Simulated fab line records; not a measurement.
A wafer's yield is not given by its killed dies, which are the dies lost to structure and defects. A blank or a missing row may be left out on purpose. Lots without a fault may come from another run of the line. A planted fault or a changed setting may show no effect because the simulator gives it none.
Which tool is to blame?    flow berkeley-cmos170    14 lots with 42 wafers sampled at 5 steps, on a route of 331 steps

== WHAT THE GAUGES SHOWED, per wafer ==
UCB170_NWELL_THK_MEAS_02.
lot   measured     on             NWELL_OXIDE_THK (nm)
L455  day 1 21:35  film-metro-01  26.3 26.7 26.4
L460  day 2 20:52  film-metro-02  25.7 25.5 26.1
L461  day 2 23:43  film-metro-01  25.8 26.3 26.1
L463  day 3 14:43  film-metro-01  26.4 26.7 26.6
L464  day 3 17:27  film-metro-01  25.8 25.7 25.8
L465  day 3 23:43  film-metro-04  26.4 25.9 26.1
L468  day 4 12:54  film-metro-01  26.0 25.8 25.6
L470  day 5 03:34  film-metro-01  26.3 26.4 26.7
L473  day 5 13:52  film-metro-02  25.7 26.4 25.8
L474  day 5 19:35  film-metro-02  26.4 26.2 26.6
L475  day 6 02:43  film-metro-02  26.6 26.5 26.6
L476  day 6 08:54  film-metro-02  26.7 26.9 26.7
L477  day 6 13:01  film-metro-02  26.8 26.7 26.6
L478  day 6 21:00  film-metro-02  26.9 26.2 26.8

UCB170_NWELL_THK_MEAS_05.
lot   measured     on             NWELL_NITRIDE_THK (nm)
L455  day 2 05:46  film-metro-01  228.4 229.3 228.9
L460  day 3 05:47  film-metro-04  225.1 226.1 224.6
L461  day 3 08:26  film-metro-02  227.1 227.0 224.5
L463  day 3 20:12  film-metro-01  227.8 225.5 227.0
L464  day 3 22:49  film-metro-02  225.6 225.7 225.1
L465  day 4 04:57  film-metro-01  227.1 224.7 223.5
L468  day 4 18:18  film-metro-01  222.8 223.4 225.1
L470  day 5 11:01  film-metro-04  224.1 222.4 223.2
L473  day 5 19:53  film-metro-01  226.3 227.7 226.9
L474  day 6 01:39  film-metro-04  221.3 223.8 221.5
L475  day 6 08:16  film-metro-01  222.2 221.2 222.9
L476  day 6 13:35  film-metro-01  225.6 224.8 224.5
L477  day 6 22:07  film-metro-01  221.3 221.9 222.7
L478  day 7 04:56  film-metro-01  223.7 223.6 225.2

UCB170_ACTIVE_THK_MEAS_03.
lot   measured     on             ACTIVE_OXIDE_THK (nm)
L455  day 3 22:22  film-metro-03  25.9 25.8 26.1
L460  day 5 03:39  film-metro-03  25.8 26.3 26.2
L461  day 4 19:25  film-metro-02  26.6 26.4 26.7
L463  day 5 14:59  film-metro-01  26.1 26.1 25.6
L464  day 5 15:01  film-metro-02  26.2 26.6 26.4
L465  day 5 19:11  film-metro-02  26.0 26.2 26.1
L468  day 6 12:28  film-metro-03  26.3 26.3 25.8
L470  day 7 01:19  film-metro-02  25.9 26.0 25.8
L473  day 7 07:55  film-metro-01  26.3 27.2 26.3
L474  day 7 23:42  film-metro-02  25.5 25.5 25.5
L475  day 7 23:43  film-metro-03  25.5 25.5 25.3
L476  day 8 09:14  film-metro-03  25.1 25.1 25.2
L477  day 8 14:41  film-metro-03  25.6 26.0 25.4
L478  day 8 20:00  film-metro-03  26.0 26.0 26.3

UCB170_NVT_TW_MEAS_09.
lot   measured      on             NVT_TW
L455  day 5 08:43   film-metro-04  521 519 519
L460  day 6 18:02   film-metro-02  591 591 588
L461  day 6 05:02   film-metro-04  585 584 584
L463  day 7 03:41   film-metro-04  515 517 517
L464  day 7 03:58   film-metro-02  529 529 527
L465  day 7 19:50   film-metro-01  524 525 525
L468  day 8 07:51   film-metro-04  521 519 520
L470  day 8 16:44   film-metro-04  521 522 522
L473  day 9 01:11   film-metro-01  523 524 527
L474  day 9 16:32   film-metro-01  525 523 524
L475  day 9 16:50   film-metro-04  520 521 521
L476  day 10 01:08  film-metro-02  536 533 535
L477  day 10 01:22  film-metro-04  525 521 521
L478  day 10 08:01  film-metro-01  530 531 529

== WHICH TOOL RAN EACH LOT (tool, then ch and the chambers of the sampled wafers, then the start) ==
lot   UCB170_NVT_IMPLANT_07
L455  implanter-04 ch 0, day 5 08:28
L460  implanter-04 ch 0, day 6 17:47
L461  implanter-04 ch 0, day 6 04:50
L463  implanter-02 ch 0, day 7 03:26
L464  implanter-02 ch 0, day 7 03:46
L465  implanter-02 ch 0, day 7 19:35
L468  implanter-02 ch 0, day 8 07:37
L470  implanter-02 ch 0, day 8 16:29
L473  implanter-02 ch 0, day 9 00:56
L474  implanter-04 ch 0, day 9 16:17
L475  implanter-02 ch 0, day 9 16:37
L476  implanter-02 ch 0, day 10 00:50
L477  implanter-03 ch 0, day 10 01:08
L478  implanter-03 ch 0, day 10 07:49
- UCB170_NVT_IMPLANT_07

== WHAT THE TOOLS THEMSELVES READ (means of the sampled wafers that have a number; where no wafer has one, the mark that the record gives instead) ==
UCB170_NVT_IMPLANT_07.
lot   tool          dose-ions-cm2  faraday-current-uA
L455  implanter-04  3e+12          9.58
L460  implanter-04  4e+12          13.54
L461  implanter-04  4e+12          13.24
L463  implanter-02  3e+12          9.40
L464  implanter-02  3e+12          9.63
L465  implanter-02  3e+12          9.40
L468  implanter-02  3e+12          9.56
L470  implanter-02  3e+12          9.52
L473  implanter-02  3e+12          9.51
L474  implanter-04  3e+12          9.52
L475  implanter-02  3e+12          9.57
L476  implanter-02  3e+12          9.44
L477  implanter-03  3e+12          9.46
L478  implanter-03  3e+12          9.48

== THE ANSWER, worked out from the rows above alone ==
Rule: the usual values come from the lots themselves. The widest of any qualifying gaps counts: lots, ordered by their means at a reading, are off when they make up no more than a third of the lots, leave a main group of 4 or more, and stand apart from it by 3 or more times the standard deviation of that group's means. The tables above print the reading to a certain number of digits; a main group whose means all agree to those digits is not used. Also off: a lot with no number at a reading for which 4 or more lots have one. The other lots that the step has rows for count as sound. Order of review: gauges by route order, followed by the tools' own readings, for which a lot's mean as printed above is used. At the first step where some lot is off, the reading lying furthest off is the one used; lots without a number count as furthest.
Off: L460, L461, at UCB170_NVT_TW_MEAS_09 (NVT_TW). Mean 524 and standard deviation 4.8 in the main group.
If a tool, at a process step before that reading, ran all the lots that are off and no sound lot after the first of them, it fits. The gauges at UCB170_NVT_TW_MEAS_09 aren't tried: what is off there is off at UCB170_NVT_IMPLANT_07 too, on other tools, and a gauge's error can't cause that. None of those tried fits.

== WHAT THE SIMULATOR HAD PUT IN ==
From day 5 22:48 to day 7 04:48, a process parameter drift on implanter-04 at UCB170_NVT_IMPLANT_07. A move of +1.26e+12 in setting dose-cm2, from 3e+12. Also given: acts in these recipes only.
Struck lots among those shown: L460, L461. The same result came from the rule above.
